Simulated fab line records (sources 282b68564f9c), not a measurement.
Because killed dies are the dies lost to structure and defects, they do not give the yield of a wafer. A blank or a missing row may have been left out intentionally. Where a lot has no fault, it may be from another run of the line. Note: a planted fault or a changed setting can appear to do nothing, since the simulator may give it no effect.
A struck lot beside a sound one | flow ritCmos | 44 out of 202 route steps
Sound: wafers L482.2, L482.5, L482.6. The struck wafers were L496.2, L496.4, L496.6. The cause is given at the end.
Each step with rows lists, per side, the tool, then ch with its chambers, then its first start. Under that, the readings that differ: sound wafers | struck wafers | difference of the means | sigmas: that difference in standard deviations of wafers without a fault.
alike: words and numbers the same on both sides, and readings whose means are apart by under 2 such deviations; not compared: readings that were withheld, readings missing a value for some wafer, numbers with overlapping values and no deviation given by the record, and bounds like >300 which may hide the same value.
Wherever a step has rows on one side only, a row that says differs or no value, or a row with sigmas, the two part there. When numbers do not overlap yet have no deviation, they are printed without sigmas and do not part them. Lack of a reading on every wafer of one side parts them only where that side has two or more wafers.

first, 2 steps without rows for these wafers: RIT_NLDD_HARDBAKE_07 (time 60 s); RIT_NLDD_IMPLANT_08.
RIT_NLDD_STRIP_09: strips in O2, time 180 s.
  sound on plasmaAsher-04 ch 0,1, day 3 08:34; struck on plasmaAsher-01 ch 1, day 6 04:57
  alike: drypumpMotorCurrentA
  not compared: rfHoursCounterH
RIT_NLDD_TW_MEAS_10:
  sound on filmMetro-01, day 3 08:44; struck on filmMetro-04, day 6 05:08
  alike: NLDD_TW
then, 6 steps without rows for these wafers: RIT_PLDD_HMDS_00 (prime time 60 s); RIT_PLDD_COAT_01 (resist thk 1000 nm); RIT_PLDD_SOFTBAKE_02 (time 60 s); RIT_PLDD_EXPOSE_03 (exposes mask M8, target cd 40900 nm); RIT_PLDD_PEB_04; RIT_PLDD_DEVELOP_05 (develop time 50 s).
RIT_PLDD_OVL_MEAS_06:
  sound on overlay-02, day 3 09:46; struck on overlay-01, day 6 06:10
  alike: PLDD_OVL
then, 1 step without rows for these wafers: RIT_PLDD_HARDBAKE_07 (time 60 s).
RIT_PLDD_IMPLANT_08:
  sound on implanter-02 ch 0, day 3 09:59; struck on implanter-03 ch 0, day 6 06:22
reading                       | sound                        | struck                           | difference  | sigmas
doseIonsCm2                   | 9.002e+14 9.01e+14 9.007e+14 | 1.7103e+15 1.7108e+15 1.7102e+15 | +8.0980e+14 | +99 or more
endStationPressureTorr (Torr) | 7.3e-06 7.7e-06 7.5e-06      | 9.4e-06 9.4e-06 1.01e-05         | +2.1e-06    | +6
faradayCurrentUA              | 2780 2803 2884               | 5347 5338 5140                   | +2453       | +42
RIT_PLDD_STRIP_09: strips in O2, time 180 s.
  sound on plasmaAsher-03 ch 0,1, day 3 10:06; struck on plasmaAsher-02 ch 0,1, day 6 06:29
  alike: drypumpMotorCurrentA
  not compared: rfHoursCounterH
RIT_PLDD_TW_MEAS_10:
  sound on filmMetro-01, day 3 10:17; struck on filmMetro-01, day 6 06:41
reading | sound          | struck         | difference | sigmas
PLDD_TW | 2364 2353 2348 | 2734 2741 2744 | +385       | +17
then, 4 steps without rows for these wafers: RIT_SPACER_CLEAN_00 (cleans in SC1, time 600 s); RIT_SPACER_CLEAN_01 (cleans in dHF, time 30 s); RIT_SPACER_CLEAN_02 (cleans in SC2, time 600 s); RIT_SPACER_CVD_03 (deposits Si3N4 from SiH2Cl2/NH3, target thk 250 nm, time 3300 s).
RIT_SPACER_THK_MEAS_04:
  sound on filmMetro-01, day 3 12:38; struck on filmMetro-03, day 6 09:02
  alike: SPACER_NITRIDE_THK
RIT_SPACER_ETCHBACK_05: etches Si3N4 in SF6/CHF3, stops on SiO2, target depth 250 nm, time 240 s.
  sound on rieDiel-03 ch 0,1, day 3 12:41; struck on rieDiel-01 ch 0,2,3, day 6 09:05
  alike: drypumpMotorCurrentA, oesProductAu, rfFwdPowerW, throttleValvePct
  not compared: rfHoursCounterH
then, 6 steps without rows for these wafers: RIT_NSD_HMDS_00 (prime time 60 s); RIT_NSD_COAT_01 (resist thk 1000 nm); RIT_NSD_SOFTBAKE_02 (time 60 s); RIT_NSD_EXPOSE_03 (exposes mask M9, target cd 40700 nm); RIT_NSD_PEB_04; RIT_NSD_DEVELOP_05 (develop time 50 s).
RIT_NSD_OVL_MEAS_06:
  sound on overlay-02, day 3 13:49; struck on overlay-02, day 6 10:05
  alike: NSD_OVL
then, 2 steps without rows for these wafers: RIT_NSD_HARDBAKE_07 (time 60 s); RIT_NSD_IMPLANT_08.
RIT_NSD_STRIP_09: strips in O2, time 180 s.
  sound on plasmaAsher-01 ch 0,1, day 3 14:08; struck on plasmaAsher-02 ch 1, day 6 10:25
  alike: drypumpMotorCurrentA
  not compared: rfHoursCounterH
RIT_NSD_TW_MEAS_10:
  sound on filmMetro-01, day 3 14:20; struck on filmMetro-01, day 6 10:37
  alike: NSD_TW
then, 6 steps without rows for these wafers: RIT_PSD_HMDS_00 (prime time 60 s); RIT_PSD_COAT_01 (resist thk 1000 nm); RIT_PSD_SOFTBAKE_02 (time 60 s); RIT_PSD_EXPOSE_03 (exposes mask M10, target cd 40900 nm); RIT_PSD_PEB_04; RIT_PSD_DEVELOP_05 (develop time 50 s).
RIT_PSD_OVL_MEAS_06:
  sound on overlay-01, day 3 15:22; struck on overlay-01, day 6 11:31
reading      | sound          | struck      | difference | sigmas
PSD_OVL (nm) | -2.3 -1.6 -1.6 | 1.5 2.2 0.9 | +3.4       | +3
then, 2 steps without rows for these wafers: RIT_PSD_HARDBAKE_07 (time 60 s); RIT_PSD_IMPLANT_08.
RIT_PSD_STRIP_09: strips in O2, time 180 s.
  sound on plasmaAsher-03 ch 0,1, day 3 15:41; struck on plasmaAsher-02 ch 0, day 6 11:51
  alike: drypumpMotorCurrentA
  not compared: rfHoursCounterH
RIT_SDANNEAL_RS_MEAS_06: the measuring method here is four-point-probe.
  sound on filmMetro-02, day 3 16:37; struck on filmMetro-02, day 6 12:47
reading          | sound             | struck            | difference | sigmas
PLDD_RS (ohm/sq) | 178.7 178.8 178.5 | 153.4 153.3 152.5 | -25.6      | -53
RIT_M1_PROBE_99:
  sound on prober-01, day 3 23:59; struck on prober-02, day 6 20:07
reading                          | sound             | struck            | difference | sigmas
model.etest.pmosTurned.rOnOhmUm  | 3361 3324 3358    | 2965 2880 2920    | -426       | 
model.etest.pmos_0p3.rOnOhmUm    | 6208 6183 6240    | 5918 5745 5843    | -375       | 
model.etest.pmos_0p15.rOnOhmUm   | 2710 2637 2687    | 2431 2369 2370    | -288       | 
model.etest.pldd.rsOhmSq         | 492.2 499.6 501.4 | 296.7 301.6 307.2 | -195.9     | 
model.etest.pldd.lineOhmUm       | 154.2 155.1 155.9 | 94.03 94.34 98.14 | -59.56     | 
model.etest.pmosTurned.driveUaUm | 193.8 199.7 195.2 | 232.4 243.1 234.4 | +40.4      | 
model.etest.pmos_0p15.driveUaUm  | 258.7 269.5 264.6 | 298.6 308.3 300.7 | +38.3      | 
model.etest.pmos_0p3.driveUaUm   | 102 103.8 102.8   | 107.8 112.8 109.5 | +7.2       | 
  alike: killedAtContacts, killedAtFrontEnd, killedDies, killedOpen, killedShort

WHERE THEY PART
Earliest at RIT_PLDD_IMPLANT_08; latest, in this record, at RIT_SDANNEAL_RS_MEAS_06. Later steps at which nothing parts them and some readings are alike: RIT_M1_PROBE_99.

WHY: whatever the simulator had introduced
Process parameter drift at RIT_PLDD_IMPLANT_08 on implanter-03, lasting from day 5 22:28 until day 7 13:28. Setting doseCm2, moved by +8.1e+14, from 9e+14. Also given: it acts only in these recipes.
